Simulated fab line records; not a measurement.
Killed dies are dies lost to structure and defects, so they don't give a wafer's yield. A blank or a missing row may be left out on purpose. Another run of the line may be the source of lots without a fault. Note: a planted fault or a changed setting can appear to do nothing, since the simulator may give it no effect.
Which of the tools did it? | flow rit cmos | 45 wafers from 15 lots sampled at 3 of the route's 202 steps

WHAT THE GAUGES READ, wafer by wafer
RIT_SILICIDE_RS_MEAS_02: measures by four-point-probe.
lot  | measured    | on            | SILICIDE_TI_RS (ohm/sq)
L123 | day 3 03:12 | film metro-01 | 47.9 47.6 47.7
L124 | day 3 08:05 | film metro-01 | 47.9 47.9 47.9
L125 | day 3 13:29 | film metro-04 | 48.2 48.2 48.2
L126 | day 3 17:13 | film metro-04 | 48.0 48.6 48.5
L127 | day 3 23:13 | film metro-03 | 48.6 49.2 49.3
L128 | day 4 06:34 | film metro-04 | 49.0 48.8 48.9
L129 | day 4 08:35 | film metro-03 | 48.3 48.7 48.4
L131 | day 4 19:12 | film metro-03 | 48.6 48.8 49.3
L132 | day 5 05:00 | film metro-01 | 48.6 49.0 48.9
L133 | day 5 06:47 | film metro-03 | 48.7 49.1 49.1
L134 | day 5 10:10 | film metro-03 | 48.6 48.8 48.7
L139 | day 6 11:47 | film metro-01 | 48.2 55.5 48.7
L141 | day 7 02:16 | film metro-03 | 48.8 55.3 48.7
L143 | day 7 06:22 | film metro-03 | 48.5 48.2 55.1
L146 | day 7 22:05 | film metro-01 | 48.5 48.6 49.1

RIT_SILICIDE_THK_MEAS_03: measures by xrf.
lot  | measured    | on            | SILICIDE_TI_THK (nm)
L123 | day 3 03:19 | film metro-01 | 29.76 29.93 30.06
L124 | day 3 08:13 | film metro-01 | 29.92 29.90 29.88
L125 | day 3 13:37 | film metro-04 | 29.69 29.57 29.55
L126 | day 3 17:20 | film metro-04 | 29.74 29.41 29.54
L127 | day 3 23:19 | film metro-03 | 29.56 29.32 29.15
L128 | day 4 06:40 | film metro-04 | 29.29 29.33 29.19
L129 | day 4 08:42 | film metro-03 | 29.33 29.24 29.22
L131 | day 4 19:19 | film metro-03 | 29.04 29.09 28.88
L132 | day 5 05:07 | film metro-01 | 29.55 29.46 29.30
L133 | day 5 06:55 | film metro-03 | 29.22 28.98 29.14
L134 | day 5 10:17 | film metro-03 | 29.35 29.10 29.26
L139 | day 6 11:55 | film metro-01 | 29.86 26.69 29.67
L141 | day 7 02:23 | film metro-03 | 29.25 26.44 29.24
L143 | day 7 06:28 | film metro-03 | 29.36 29.50 26.48
L146 | day 7 22:13 | film metro-01 | 29.62 29.62 29.32

EACH LOT AND THE TOOL THAT RAN IT (in order: tool; ch and the chambers of the sampled wafers; start)
lot  | RIT_SILICIDE_SPUTTER_01
L123 | pvd sputter-03, day 3 03:02
L124 | pvd sputter-01, day 3 07:56
L125 | pvd sputter-03, day 3 13:20
L126 | pvd sputter-01, day 3 17:04
L127 | pvd sputter-03, day 3 23:02
L128 | pvd sputter-01, day 4 06:23
L129 | pvd sputter-03, day 4 08:17
L131 | pvd sputter-03, day 4 19:03
L132 | pvd sputter-01, day 5 04:51
L133 | pvd sputter-03, day 5 06:38
L134 | pvd sputter-01, day 5 10:01
L139 | pvd sputter-03, day 6 11:38
L141 | pvd sputter-03, day 7 02:06
L143 | pvd sputter-03, day 7 06:10
L146 | pvd sputter-01, day 7 21:56
- RIT_SILICIDE_SPUTTER_01: material Ti, target thk 30 nm, time 240 s.

AS READ BY THE TOOLS THEMSELVES (means over the sampled wafers that have a number; for cases with no such wafer, the mark the record gives instead)
RIT_SILICIDE_SPUTTER_01.
lot  | tool           | substrate temp c (C) | throttle valve pct (%)
L123 | pvd sputter-03 | 24.98                | 31.2
L124 | pvd sputter-01 | 25.09                | 29.5
L125 | pvd sputter-03 | 24.96                | 31.9
L126 | pvd sputter-01 | 24.93                | 29.4
L127 | pvd sputter-03 | 25.02                | 31.5
L128 | pvd sputter-01 | 25.04                | 28.7
L129 | pvd sputter-03 | 25.02                | 31.7
L131 | pvd sputter-03 | 25.07                | 30.7
L132 | pvd sputter-01 | 25.05                | 28.7
L133 | pvd sputter-03 | 24.95                | 31.7
L134 | pvd sputter-01 | 24.93                | 29.0
L139 | pvd sputter-03 | 25.12                | 31.0
L141 | pvd sputter-03 | 24.99                | 31.8
L143 | pvd sputter-03 | 24.98                | 31.1
L146 | pvd sputter-01 | 25.11                | 28.6

THE ANSWER, worked out from the rows above alone
Rule: what is usual is taken from the lots themselves. Put in order of their means at a reading, lots are off if they are a third of the lots or fewer, leave a main group of 4 or more, and stand apart from it by a gap of 3 or more times the standard deviation of the main group's means; of several such gaps the widest counts. A main group is skipped when, at the precision printed for the reading in the tables above, its means are all equal. Also off: a lot with no number at a reading for which 4 or more lots have one. Any other lot the step has rows for is counted as sound. Order of review: gauges by route order, followed by the tools' own readings, for which a lot's mean as printed above is used. At the first step where some lot is off, the reading lying furthest off is the one used; lots without a number count as furthest.
Off: at RIT_SILICIDE_RS_MEAS_02 (SILICIDE_TI_RS), L139, L141, L143. Mean 48.6 ohm/sq and standard deviation 0.41 in the main group.
If a tool, at a process step before that reading, ran all the lots that are off and no sound lot after the first of them, it fits. The gauges at RIT_SILICIDE_RS_MEAS_02 are tried like those tools. One fits: pvd sputter-03 at RIT_SILICIDE_SPUTTER_01. A fault onset in the window from L133 (day 5 06:38, its last sound lot) to L139 (day 6 11:38, its first lot off) fits.

WHAT THE SIMULATOR HAD INSERTED
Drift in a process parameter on pvd sputter-03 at RIT_SILICIDE_SPUTTER_01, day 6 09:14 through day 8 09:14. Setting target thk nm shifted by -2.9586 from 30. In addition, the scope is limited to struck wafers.
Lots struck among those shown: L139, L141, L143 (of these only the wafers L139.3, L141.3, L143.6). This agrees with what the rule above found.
